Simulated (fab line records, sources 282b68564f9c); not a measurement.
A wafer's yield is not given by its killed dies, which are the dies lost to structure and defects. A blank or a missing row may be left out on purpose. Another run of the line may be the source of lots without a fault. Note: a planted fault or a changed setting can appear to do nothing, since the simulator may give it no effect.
Which tool is to blame? || flow rit_cmos || 7 lots with 21 wafers sampled at 2 steps, on a route of 202 steps

== WHAT THE GAUGES SHOWED, per wafer ==
RIT_GATE_THK_MEAS_07.
{"lot": "L773", "measured": "day 3 05:08", "on": "film_metro-02", "GATE_OXIDE_THK (nm)": "3.00 3.04 3.01"}
{"lot": "L775", "measured": "day 3 16:50", "on": "film_metro-02", "GATE_OXIDE_THK (nm)": "2.91 2.95 2.90"}
{"lot": "L777", "measured": "day 4 05:52", "on": "film_metro-01", "GATE_OXIDE_THK (nm)": "2.95 2.89 2.96"}
{"lot": "L782", "measured": "day 5 00:32", "on": "film_metro-02", "GATE_OXIDE_THK (nm)": "2.99 2.91 2.92"}
{"lot": "L784", "measured": "day 5 06:50", "on": "film_metro-02", "GATE_OXIDE_THK (nm)": "2.02 2.09 2.02"}
{"lot": "L792", "measured": "day 6 20:21", "on": "film_metro-04", "GATE_OXIDE_THK (nm)": "3.06 3.07 3.13"}
{"lot": "L794", "measured": "day 7 10:36", "on": "film_metro-01", "GATE_OXIDE_THK (nm)": "2.84 2.97 2.94"}

== EACH LOT AND THE TOOL THAT RAN IT (in order: tool; ch and the chambers of the sampled wafers; start) ==
{"lot": "L773", "RIT_GATE_OXIDATION_05": "furnace-03 ch 0, day 2 23:16"}
{"lot": "L775", "RIT_GATE_OXIDATION_05": "furnace-03 ch 0, day 3 14:11"}
{"lot": "L777", "RIT_GATE_OXIDATION_05": "furnace-01 ch 0, day 4 02:25"}
{"lot": "L782", "RIT_GATE_OXIDATION_05": "furnace-03 ch 0, day 4 23:01"}
{"lot": "L784", "RIT_GATE_OXIDATION_05": "furnace-04 ch 0, day 5 03:32"}
{"lot": "L792", "RIT_GATE_OXIDATION_05": "furnace-01 ch 0, day 6 18:52"}
{"lot": "L794", "RIT_GATE_OXIDATION_05": "furnace-03 ch 0, day 7 07:57"}
- RIT_GATE_OXIDATION_05: target thk 3 nm, ox time 270 s.

== THE ANSWER, worked out from the rows above alone ==
Rule: usual is defined by the lots themselves. Put in order of their means at a reading, lots are off if they are a third of the lots or fewer, leave a main group of 4 or more, and stand apart from it by a gap of 3 or more times the standard deviation of the main group's means; of several such gaps the widest counts. The tables above print the reading to a certain number of digits; a main group whose means all agree to those digits is not used. Also off: a lot with no number at a reading for which 4 or more lots have one. All remaining lots with rows at the step are treated as sound.
Off: at RIT_GATE_THK_MEAS_07 (GATE_OXIDE_THK), L784. The main group: mean 2.97 nm, standard deviation 0.062.
A tool fits if, at a process step before that reading, it ran every lot that is off, and no sound lot after the first of them. Those tools and the gauges at RIT_GATE_THK_MEAS_07 are tried in the same way. This does not decide it: 2 tools fit, namely furnace-04 at RIT_GATE_OXIDATION_05 and film_metro-02 at RIT_GATE_THK_MEAS_07.

== WHAT THE SIMULATOR HAD INSERTED ==
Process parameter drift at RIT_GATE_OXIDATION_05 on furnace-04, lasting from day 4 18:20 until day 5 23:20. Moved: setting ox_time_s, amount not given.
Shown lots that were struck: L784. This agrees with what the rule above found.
